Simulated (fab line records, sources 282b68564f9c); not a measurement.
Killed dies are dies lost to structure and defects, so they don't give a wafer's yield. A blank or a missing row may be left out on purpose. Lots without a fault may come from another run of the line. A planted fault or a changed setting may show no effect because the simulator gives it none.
A struck lot beside a sound one | flow rit_cmos | 28 steps out of a route of 202
Sound: wafers L714.1, L714.5, L714.6. Struck: wafers L717.1, L717.3, L717.4. The cause comes at the end.
At each step with rows: each side's tool, then ch and its chambers, then its first start. Under that, the readings that differ: sound wafers | struck wafers | difference of the means | sigmas: that difference in standard deviations of wafers without a fault.
alike: readings whose means differ by less than 2 such deviations, and words and numbers that are the same on both sides. not compared: withheld readings, readings that some wafer has no value for, bounds like >300 that may hide the same value, and numbers for which the record gives no deviation and whose values overlap.
The two part at a step that has a row with sigmas, a row that says differs or no value, or rows on one side only. Numbers that don't overlap but have no deviation are shown without sigmas and don't part them. A reading that every wafer of one side lacks parts them only if that side has two wafers or more.

RIT_ACTIVE_BOW_MEAS_00:
  sound on film_metro-04, day 3 02:00; struck on film_metro-04, day 3 17:00
  alike: INCOMING_BOW
RIT_ACTIVE_OXIDATION_01: target thk 46.8 nm, ox time 3360 s.
  sound on furnace-04 ch 0, day 3 02:40; struck on furnace-04 ch 0, day 3 17:08
  reading                                       | sound                | struck               | difference | sigmas
  spike_tc_centre_C (C)                         | 1002.8 999.6 998.0   | 1016.1 1016.0 1017.2 | +16.3      | +10
  spike_tc_load_C (C)                           | 1023.8 1024.7 1025.2 | 1039.0 1041.1 1042.5 | +16.3      | +7
  spike_tc_source_C (C)                         | 1020.2 1019.0 1019.1 | 1036.9 1036.2 1036.7 | +17.2      | +6
  tube_center_temp_C (C)                        | 999.99 999.94 999.99 | 1014.9 1015 1015     | +15.0      | +99 or more
  tube_center_temp_C_max                        | 1002.1 1003.6 1002.6 | 1017.4 1017.3 1017.6 | +14.7      | +33
  model.SiO2_of_ACTIVE_OXIDATION_01.thk_nm (nm) | 48.07 48.73 47.9     | 55.05 54.17 53.69    | +6.07      |
  alike: zone_power_source_pct
RIT_ACTIVE_THK_MEAS_02:
  sound on film_metro-01, day 3 04:35; struck on film_metro-03, day 3 19:05
  reading               | sound          | struck         | difference | sigmas
  ACTIVE_OXIDE_THK (nm) | 48.1 48.7 47.9 | 55.0 54.2 53.7 | +6.1       | +6
then, 1 step without rows for these wafers: RIT_ACTIVE_CVD_03 (deposits Si3N4 from SiH2Cl2/NH3, target thk 150 nm, time 1500 s).
RIT_ACTIVE_THK_MEAS_04:
  sound on film_metro-04, day 3 06:04; struck on film_metro-04, day 3 20:33
  alike: ACTIVE_NITRIDE_THK
then, 6 steps without rows for these wafers: RIT_ACTIVE_HMDS_05 (prime time 60 s); RIT_ACTIVE_COAT_06 (resist thk 1000 nm); RIT_ACTIVE_SOFTBAKE_07 (time 60 s); RIT_ACTIVE_EXPOSE_08 (exposes mask M1, target cd 1400 nm); RIT_ACTIVE_PEB_09; RIT_ACTIVE_DEVELOP_10 (develop time 50 s).
RIT_ACTIVE_CD_MEAS_11: target cd 1400 nm.
  sound on cd_sem-02, day 3 07:06; struck on cd_sem-01, day 3 21:35
  alike: cd_nm
then, 1 step without rows for these wafers: RIT_ACTIVE_HARDBAKE_12 (time 60 s).
RIT_ACTIVE_ETCH_13: etches Si3N4 in SF6, stops on SiO2, time 210 s, target depth 210 nm.
  sound on rie_diel-01 ch 1,2, day 3 07:22; struck on rie_diel-04 ch 1,2,3, day 3 21:52
  alike: drypump_motor_current_A, oes_product_au, throttle_valve_pct
  not compared: rf_hours_counter_h
RIT_ACTIVE_STRIP_14: strips in O2, time 180 s.
  sound on plasma_asher-01 ch 0,1, day 3 07:31; struck on plasma_asher-02 ch 0,1, day 3 21:59
  alike: drypump_motor_current_A
  not compared: rf_hours_counter_h
RIT_ACTIVE_CD_MEAS_90: target cd 1400 nm.
  sound on cd_sem-01, day 3 07:41; struck on cd_sem-01, day 3 22:10
  alike: cd_nm
then, 4 steps without rows for these wafers: RIT_ACTIVE_CLEAN_15 (cleans in SC1, time 600 s); RIT_ACTIVE_CLEAN_16 (cleans in dHF, time 30 s); RIT_ACTIVE_CLEAN_17 (cleans in SC2, time 600 s); RIT_FOX1_OXIDATION_00 (target thk 350.7 nm, ox time 1130 s).
RIT_FOX1_THK_MEAS_01:
  sound on film_metro-02, day 3 10:23; struck on film_metro-01, day 4 01:23
  reading             | sound       | struck      | difference | sigmas
  FOX1_OXIDE_THK (nm) | 347 345 342 | 357 358 360 | +14        | +2
then, 2 steps without rows for these wafers: RIT_FOX1_WET_ETCH_02 (etches SiO2 in BOE, target depth 350 nm, time 390 s); RIT_FOX2_OXIDATION_00 (target thk 350.7 nm, ox time 1130 s).
RIT_FOX2_THK_MEAS_01:
  sound on film_metro-02, day 3 11:53; struck on film_metro-02, day 4 02:59
  alike: FOX2_OXIDE_THK
then, 1 step without rows for these wafers: RIT_FOX2_CLEAN_02 (cleans in dHF, time 180 s).
RIT_FOX2_WET_ETCH_03: etches Si3N4 in H3PO4, target depth 195 nm, time 2700 s.
  sound on wet_bench-01 ch 3, day 3 12:00; struck on wet_bench-02 ch 1, day 4 03:06
  reading                                       | sound             | struck           | difference | sigmas
  model.SiO2_of_ACTIVE_OXIDATION_01.thk_nm (nm) | 43.04 42.97 42.87 | 48.07 48.2 47.76 | +5.05      |
  alike: bath_guard_temp_C
RIT_FOX2_THK_MEAS_90:
  sound on film_metro-02, day 3 13:31; struck on film_metro-02, day 4 03:52
  alike: FIELD_OXIDE_LEFT_1_THK
RIT_M1_PROBE_99:
  sound on prober-02, day 5 04:03; struck on prober-01, day 5 18:04
  alike: killed_at_front_end, killed_dies, killed_on_rim, killed_open, killed_short

WHERE THEY PART
First at RIT_ACTIVE_OXIDATION_01; last, within this record, at RIT_FOX1_THK_MEAS_01. Later steps at which nothing parts them and some readings are alike: RIT_FOX2_THK_MEAS_01, RIT_FOX2_WET_ETCH_03, RIT_FOX2_THK_MEAS_90, RIT_M1_PROBE_99.

WHY: what the simulator had put in
Process parameter drift: furnace-04, from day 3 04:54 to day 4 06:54, at RIT_ACTIVE_OXIDATION_01. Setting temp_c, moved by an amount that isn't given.
